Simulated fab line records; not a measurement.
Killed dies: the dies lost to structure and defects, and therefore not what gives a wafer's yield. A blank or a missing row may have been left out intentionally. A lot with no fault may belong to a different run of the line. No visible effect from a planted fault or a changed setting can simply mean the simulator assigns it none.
Code-filled problem report in 8D (eight disciplines) form | flow berkeley_cmos170 | the parts of the form that need people (team, actions taken, sign-off) are left out

1. THE PROBLEM
Wafers free of any fault read 1012 (standard deviation 12) for PLDD_TW at UCB170_PLDD_TW_MEAS_11, against a mean of 940 on 6 wafers of 2 lots. That is -6.0 standard deviations from the usual mean.
The first sign was on wafer L922.3 at day 9 10:07, on film_metro-01. The record holds 42 wafers of 14 lots with a number at this step. By rule, "out" or "out of limits" means more than 4 standard deviations away from the usual mean. The rest of the wafers with a number are treated as sound.

2. WHAT IT IS, AND WHAT IT ISN'T
question                    | is                           | is not
which readings at this step | PLDD_TW                      | -
which lots                  | L922, L927                   | L913, L914, L917, L918, L919, L920, L921, L923, L931, L932, L933, L934
which wafers of those lots  | all that have a number       | -
read on which gauges        | film_metro-01, film_metro-03 | -
when                        | from day 9 10:07             | up to then (21 sound wafers); but 15 sound wafers of L921, L931, L932, L933, L934 came after

3. WHAT RULES OUT EACH SUSPECT
Counting: a tool at any process step up to the reading remains a suspect when it ran all the lots that are out and ran no sound lot after the first of those.
- the gauge at UCB170_PLDD_TW_MEAS_11 has been ruled out. The wafers that are out were read on 2 gauges (film_metro-01, film_metro-03).
- implanter-02 at UCB170_PLDD_IMPLANT_08: kept. Every lot that is out went through it, starting with L922 (day 9 09:44), and after that it ran no sound lot; the last sound lot it ran before then is L919 (day 9 01:56). Out on those wafers are its own readings of dose_ions_cm2, faraday_current_uA.
After counting, what remains is implanter-02 at UCB170_PLDD_IMPLANT_08.

4. THE CAUSE (what the simulator had put in)
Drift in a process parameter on implanter-02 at UCB170_PLDD_IMPLANT_08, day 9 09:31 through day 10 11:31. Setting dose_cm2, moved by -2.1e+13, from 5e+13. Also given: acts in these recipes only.
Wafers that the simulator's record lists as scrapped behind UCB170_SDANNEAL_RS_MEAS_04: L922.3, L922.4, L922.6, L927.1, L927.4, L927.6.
After counting, this tool was the only one left.

5. THE EFFECT CHAIN, in route order
Rows list readings where the struck wafers' mean (over those with a number) sits beyond 3 standard deviations from the usual. Scope: only readings with a usual standard deviation given in the record; hours: median across lots of the time from each lot's start at the first step in this table that gives one to its start at this step; sigmas: change in usual standard deviations.
hours | step                       | reading            | usual         | on struck wafers | change | sigmas
0     | UCB170_PLDD_IMPLANT_08     | dose_ions_cm2      | 5e+13         | 3e+13            | -2e+13 | -99 or more
0     | UCB170_PLDD_IMPLANT_08     | faraday_current_uA | 153           | 93               | -60    | -11
0     | UCB170_PLDD_TW_MEAS_11     | PLDD_TW            | 1012          | 940              | -72    | -6.0
16    | UCB170_SDANNEAL_RS_MEAS_04 | PLDD_RS            | 1030.5 ohm/sq | 1243.2           | +212.7 | +89
The process steps in it:
- UCB170_PLDD_IMPLANT_08

6. HOW IT WOULD HAVE BEEN CAUGHT EARLIER
In this record the first reading out of limits at a measuring or inspecting step was taken at day 9 10:07, 1 hour after the fault began at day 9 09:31.
Tool's own readings at UCB170_PLDD_IMPLANT_08, dose_ions_cm2, faraday_current_uA: out on all struck wafers the step has rows for; an alarm limit on them would have tripped on the first.
L927, from the lots that are out (2), started UCB170_PLDD_IMPLANT_08 on implanter-02 later than day 9 10:07. Putting the tool on hold at that point would have spared it.
